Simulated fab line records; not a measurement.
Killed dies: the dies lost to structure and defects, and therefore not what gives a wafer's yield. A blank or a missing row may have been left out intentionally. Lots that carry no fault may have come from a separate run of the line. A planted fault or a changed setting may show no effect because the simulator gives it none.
Which tool did it? / flow berkeleyCmos170 / 14 lots with 42 wafers sampled at 6 steps, on a route of 331 steps

WHAT THE GAUGES SHOWED, per wafer
UCB170_NLDD_OVL_MEAS_07.
lot=L953; measured=day 7 01:40; on=overlay-01; NLDD_OVL (nm)=-6 -1 4
lot=L956; measured=day 7 17:20; on=overlay-01; NLDD_OVL (nm)=-2 -3 -3
lot=L955; measured=day 7 18:19; on=overlay-02; NLDD_OVL (nm)=-9 -2 3
lot=L959; measured=day 8 21:32; on=overlay-02; NLDD_OVL (nm)=-8 -5 -13
lot=L961; measured=day 8 21:53; on=overlay-01; NLDD_OVL (nm)=-7 -5 0
lot=L960; measured=day 8 22:15; on=overlay-02; NLDD_OVL (nm)=0 6 -1
lot=L962; measured=day 9 13:43; on=overlay-01; NLDD_OVL (nm)=-2 -13 0
lot=L964; measured=day 9 13:51; on=overlay-02; NLDD_OVL (nm)=-2 -3 -1
lot=L966; measured=day 10 06:45; on=overlay-02; NLDD_OVL (nm)=-14 -12 -11
lot=L965; measured=day 10 06:52; on=overlay-01; NLDD_OVL (nm)=-2 -3 2
lot=L968; measured=day 10 18:54; on=overlay-01; NLDD_OVL (nm)=1 14 -1
lot=L970; measured=day 11 05:50; on=overlay-01; NLDD_OVL (nm)=-2 -3 -2
lot=L972; measured=day 11 13:01; on=overlay-01; NLDD_OVL (nm)=-2 -2 -1
lot=L974; measured=day 12 04:44; on=overlay-01; NLDD_OVL (nm)=2 4 1

UCB170_NSD_TW_MEAS_10.
lot=L953; measured=day 7 11:37; on=filmMetro-01; NSD_TW=4151 4164 4147
lot=L956; measured=day 8 05:06; on=filmMetro-01; NSD_TW=4151 4146 4151
lot=L955; measured=day 8 05:12; on=filmMetro-02; NSD_TW=4164 4149 4162
lot=L959; measured=day 9 10:16; on=filmMetro-01; NSD_TW=4166 4205 4180
lot=L961; measured=day 9 10:19; on=filmMetro-02; NSD_TW=4169 4155 4168
lot=L960; measured=day 9 10:40; on=filmMetro-03; NSD_TW=4154 4169 4163
lot=L962; measured=day 10 00:33; on=filmMetro-03; NSD_TW=4137 4135 4137
lot=L964; measured=day 10 00:53; on=filmMetro-03; NSD_TW=4114 4138 4138
lot=L966; measured=day 10 16:11; on=filmMetro-03; NSD_TW=4151 4139 4148
lot=L965; measured=day 10 15:39; on=filmMetro-02; NSD_TW=4160 4154 4148
lot=L968; measured=day 11 04:51; on=filmMetro-03; NSD_TW=4125 4144 4146
lot=L970; measured=day 11 17:19; on=filmMetro-02; NSD_TW=4130 4137 4163
lot=L972; measured=day 12 02:20; on=filmMetro-02; NSD_TW=4130 4112 4129
lot=L974; measured=day 12 15:12; on=filmMetro-03; NSD_TW=4139 4139 4148

UCB170_SILICIDE_RS_MEAS_02: measurement is done with a four-point probe.
lot=L953; measured=day 7 13:33; on=filmMetro-03; SILICIDE_TI_RS (ohm/sq)=25.0 25.5 25.1
lot=L956; measured=day 8 06:46; on=filmMetro-04; SILICIDE_TI_RS (ohm/sq)=25.0 24.9 25.4
lot=L955; measured=day 8 06:56; on=filmMetro-03; SILICIDE_TI_RS (ohm/sq)=25.5 25.5 25.2
lot=L959; measured=day 9 11:57; on=filmMetro-04; SILICIDE_TI_RS (ohm/sq)=25.6 24.6 24.9
lot=L961; measured=day 9 11:58; on=filmMetro-01; SILICIDE_TI_RS (ohm/sq)=24.8 25.2 25.2
lot=L960; measured=day 9 12:24; on=filmMetro-01; SILICIDE_TI_RS (ohm/sq)=25.3 25.3 25.4
lot=L962; measured=day 10 02:13; on=filmMetro-03; SILICIDE_TI_RS (ohm/sq)=24.9 25.4 24.8
lot=L964; measured=day 10 02:33; on=filmMetro-04; SILICIDE_TI_RS (ohm/sq)=25.5 25.3 24.9
lot=L966; measured=day 10 18:19; on=filmMetro-03; SILICIDE_TI_RS (ohm/sq)=25.6 25.5 25.2
lot=L965; measured=day 10 17:34; on=filmMetro-03; SILICIDE_TI_RS (ohm/sq)=24.6 25.4 24.9
lot=L968; measured=day 11 06:32; on=filmMetro-04; SILICIDE_TI_RS (ohm/sq)=37.9 37.7 37.9 38.2 38.0 38.3
lot=L970; measured=day 11 19:01; on=filmMetro-01; SILICIDE_TI_RS (ohm/sq)=24.6 24.8 24.8
lot=L972; measured=day 12 04:27; on=filmMetro-04; SILICIDE_TI_RS (ohm/sq)=36.7 36.5 35.5 37.0 36.9 36.0
lot=L974; measured=day 12 16:58; on=filmMetro-03; SILICIDE_TI_RS (ohm/sq)=25.3 25.3 25.0

UCB170_SILICIDE_THK_MEAS_03: measures by xrf.
lot=L953; measured=day 7 13:40; on=filmMetro-03; SILICIDE_TI_THK (nm)=31.0 30.5 31.0
lot=L956; measured=day 8 06:53; on=filmMetro-04; SILICIDE_TI_THK (nm)=31.1 31.1 30.5
lot=L955; measured=day 8 07:03; on=filmMetro-03; SILICIDE_TI_THK (nm)=30.6 30.6 30.8
lot=L959; measured=day 9 12:04; on=filmMetro-04; SILICIDE_TI_THK (nm)=30.1 31.3 31.0
lot=L961; measured=day 9 12:05; on=filmMetro-01; SILICIDE_TI_THK (nm)=31.5 31.0 30.7
lot=L960; measured=day 9 12:31; on=filmMetro-01; SILICIDE_TI_THK (nm)=30.8 30.8 30.8
lot=L962; measured=day 10 02:20; on=filmMetro-03; SILICIDE_TI_THK (nm)=31.1 30.6 31.3
lot=L964; measured=day 10 02:40; on=filmMetro-04; SILICIDE_TI_THK (nm)=30.5 30.8 31.2
lot=L966; measured=day 10 18:25; on=filmMetro-03; SILICIDE_TI_THK (nm)=30.4 30.5 30.7
lot=L965; measured=day 10 17:41; on=filmMetro-03; SILICIDE_TI_THK (nm)=31.5 30.6 31.1
lot=L968; measured=day 11 08:30; on=filmMetro-04; SILICIDE_TI_THK (nm)=21.7 22.0 21.7 21.8 22.0 21.7
lot=L970; measured=day 11 19:07; on=filmMetro-01; SILICIDE_TI_THK (nm)=31.4 31.0 31.2
lot=L972; measured=day 12 11:06; on=filmMetro-04; SILICIDE_TI_THK (nm)=22.4 22.6 23.1 22.4 22.6 23.1
lot=L974; measured=day 12 17:04; on=filmMetro-03; SILICIDE_TI_THK (nm)=30.8 30.8 31.2

WHAT TOOL EACH LOT RAN ON (gives the tool, then ch and the chambers of the sampled wafers, and finally the start)
lot=L953; UCB170_BACKSIDE_STRIP_03=plasmaAsher-01 ch 0,1, day 7 12:33; UCB170_SILICIDE_SPUTTER_01=pvdSputter-04, day 7 13:30
lot=L956; UCB170_BACKSIDE_STRIP_03=plasmaAsher-01 ch 0,1, day 8 05:47; UCB170_SILICIDE_SPUTTER_01=pvdSputter-04, day 8 06:44
lot=L955; UCB170_BACKSIDE_STRIP_03=plasmaAsher-04 ch 0,1, day 8 05:58; UCB170_SILICIDE_SPUTTER_01=pvdSputter-02, day 8 06:54
lot=L959; UCB170_BACKSIDE_STRIP_03=plasmaAsher-04 ch 0,1, day 9 10:58; UCB170_SILICIDE_SPUTTER_01=pvdSputter-03, day 9 11:55
lot=L961; UCB170_BACKSIDE_STRIP_03=plasmaAsher-01 ch 0,1, day 9 10:59; UCB170_SILICIDE_SPUTTER_01=pvdSputter-04, day 9 11:56
lot=L960; UCB170_BACKSIDE_STRIP_03=plasmaAsher-02 ch 0,1, day 9 11:25; UCB170_SILICIDE_SPUTTER_01=pvdSputter-02, day 9 12:22
lot=L962; UCB170_BACKSIDE_STRIP_03=plasmaAsher-02 ch 1, day 10 01:14; UCB170_SILICIDE_SPUTTER_01=pvdSputter-03, day 10 02:11
lot=L964; UCB170_BACKSIDE_STRIP_03=plasmaAsher-01 ch 0,1, day 10 01:35; UCB170_SILICIDE_SPUTTER_01=pvdSputter-02, day 10 02:31
lot=L966; UCB170_BACKSIDE_STRIP_03=plasmaAsher-01 ch 0,1, day 10 17:20; UCB170_SILICIDE_SPUTTER_01=pvdSputter-02, day 10 18:14
lot=L965; UCB170_BACKSIDE_STRIP_03=plasmaAsher-02 ch 0,1, day 10 16:34; UCB170_SILICIDE_SPUTTER_01=pvdSputter-03, day 10 17:32
lot=L968; UCB170_BACKSIDE_STRIP_03=plasmaAsher-01 ch 0,1, day 11 05:32; UCB170_SILICIDE_SPUTTER_01=pvdSputter-02, day 11 06:27
lot=L970; UCB170_BACKSIDE_STRIP_03=plasmaAsher-02 ch 0,1, day 11 18:02; UCB170_SILICIDE_SPUTTER_01=pvdSputter-04, day 11 18:57
lot=L972; UCB170_BACKSIDE_STRIP_03=plasmaAsher-02 ch 0,1, day 12 03:25; UCB170_SILICIDE_SPUTTER_01=pvdSputter-02, day 12 04:24
lot=L974; UCB170_BACKSIDE_STRIP_03=plasmaAsher-01 ch 0,1, day 12 15:58; UCB170_SILICIDE_SPUTTER_01=pvdSputter-04, day 12 16:53
- UCB170_BACKSIDE_STRIP_03: strips in O2.
- UCB170_SILICIDE_SPUTTER_01: material Ti, target thk 30 nm, time 25.77 s.

AS READ BY THE TOOLS THEMSELVES (means over the sampled wafers that have a number; for cases with no such wafer, the mark the record gives instead)
UCB170_BACKSIDE_STRIP_03.
lot=L953; tool=plasmaAsher-01; drypumpMotorCurrentA (A)=5.8; oesProductAu (a.u.)=0.733; stripTimeToEndpointS (s)=21.99
lot=L956; tool=plasmaAsher-01; drypumpMotorCurrentA (A)=5.8; oesProductAu (a.u.)=0.733; stripTimeToEndpointS (s)=22.01
lot=L955; tool=plasmaAsher-04; drypumpMotorCurrentA (A)=5.9; oesProductAu (a.u.)=0.732; stripTimeToEndpointS (s)=21.97
lot=L959; tool=plasmaAsher-04; drypumpMotorCurrentA (A)=6.0; oesProductAu (a.u.)=0.736; stripTimeToEndpointS (s)=22.06
lot=L961; tool=plasmaAsher-01; drypumpMotorCurrentA (A)=5.8; oesProductAu (a.u.)=0.737; stripTimeToEndpointS (s)=22.03
lot=L960; tool=plasmaAsher-02; drypumpMotorCurrentA (A)=6.0; oesProductAu (a.u.)=0.733; stripTimeToEndpointS (s)=22.06
lot=L962; tool=plasmaAsher-02; drypumpMotorCurrentA (A)=5.7; oesProductAu (a.u.)=0.737; stripTimeToEndpointS (s)=21.96
lot=L964; tool=plasmaAsher-01; drypumpMotorCurrentA (A)=5.5; oesProductAu (a.u.)=0.735; stripTimeToEndpointS (s)=21.98
lot=L966; tool=plasmaAsher-01; drypumpMotorCurrentA (A)=5.8; oesProductAu (a.u.)=0.736; stripTimeToEndpointS (s)=21.88
lot=L965; tool=plasmaAsher-02; drypumpMotorCurrentA (A)=5.9; oesProductAu (a.u.)=0.734; stripTimeToEndpointS (s)=21.95
lot=L968; tool=plasmaAsher-01; drypumpMotorCurrentA (A)=5.8; oesProductAu (a.u.)=0.732; stripTimeToEndpointS (s)=22.07
lot=L970; tool=plasmaAsher-02; drypumpMotorCurrentA (A)=6.2; oesProductAu (a.u.)=0.735; stripTimeToEndpointS (s)=21.96
lot=L972; tool=plasmaAsher-02; drypumpMotorCurrentA (A)=5.9; oesProductAu (a.u.)=0.738; stripTimeToEndpointS (s)=22.07
lot=L974; tool=plasmaAsher-01; drypumpMotorCurrentA (A)=5.5; oesProductAu (a.u.)=0.735; stripTimeToEndpointS (s)=22.06

UCB170_SILICIDE_SPUTTER_01.
lot=L953; tool=pvdSputter-04; throttleValvePct (%)=30.3
lot=L956; tool=pvdSputter-04; throttleValvePct (%)=30.3
lot=L955; tool=pvdSputter-02; throttleValvePct (%)=30.7
lot=L959; tool=pvdSputter-03; throttleValvePct (%)=29.7
lot=L961; tool=pvdSputter-04; throttleValvePct (%)=30.6
lot=L960; tool=pvdSputter-02; throttleValvePct (%)=30.0
lot=L962; tool=pvdSputter-03; throttleValvePct (%)=29.3
lot=L964; tool=pvdSputter-02; throttleValvePct (%)=30.0
lot=L966; tool=pvdSputter-02; throttleValvePct (%)=30.4
lot=L965; tool=pvdSputter-03; throttleValvePct (%)=30.2
lot=L968; tool=pvdSputter-02; throttleValvePct (%)=30.0
lot=L970; tool=pvdSputter-04; throttleValvePct (%)=30.4
lot=L972; tool=pvdSputter-02; throttleValvePct (%)=29.9
lot=L974; tool=pvdSputter-04; throttleValvePct (%)=30.5

THE ANSWER, worked out from the rows above alone
Rule: what is usual is taken from the lots themselves. Put in order of their means at a reading, lots are off if they are a third of the lots or fewer, leave a main group of 4 or more, and stand apart from it by a gap of 3 or more times the standard deviation of the main group's means; of several such gaps the widest counts. A main group is skipped when, at the precision printed for the reading in the tables above, its means are all equal. Also off: a lot with no number at a reading for which 4 or more lots have one. Any other lot the step has rows for is counted as sound. After the gauges, taken in route order, come the tools' own readings; for these a lot's mean is taken, as printed above. The first step at which some lot is off is used, and at that step the reading that is off furthest; a lot without a number counts as furthest.
Off: L968, L972, at UCB170_SILICIDE_RS_MEAS_02 (SILICIDE_TI_RS). For the main group the mean is 25.1 ohm/sq and the standard deviation 0.19.
A tool fits if, at a process step before that reading, it ran every lot that is off, and no sound lot after the first of them. Gauges at UCB170_SILICIDE_RS_MEAS_02: tried the same way as those tools. Undecided on this evidence; 2 tools fit (pvdSputter-02 at UCB170_SILICIDE_SPUTTER_01, filmMetro-04 at UCB170_SILICIDE_RS_MEAS_02).

WHAT THE SIMULATOR HAD INSERTED
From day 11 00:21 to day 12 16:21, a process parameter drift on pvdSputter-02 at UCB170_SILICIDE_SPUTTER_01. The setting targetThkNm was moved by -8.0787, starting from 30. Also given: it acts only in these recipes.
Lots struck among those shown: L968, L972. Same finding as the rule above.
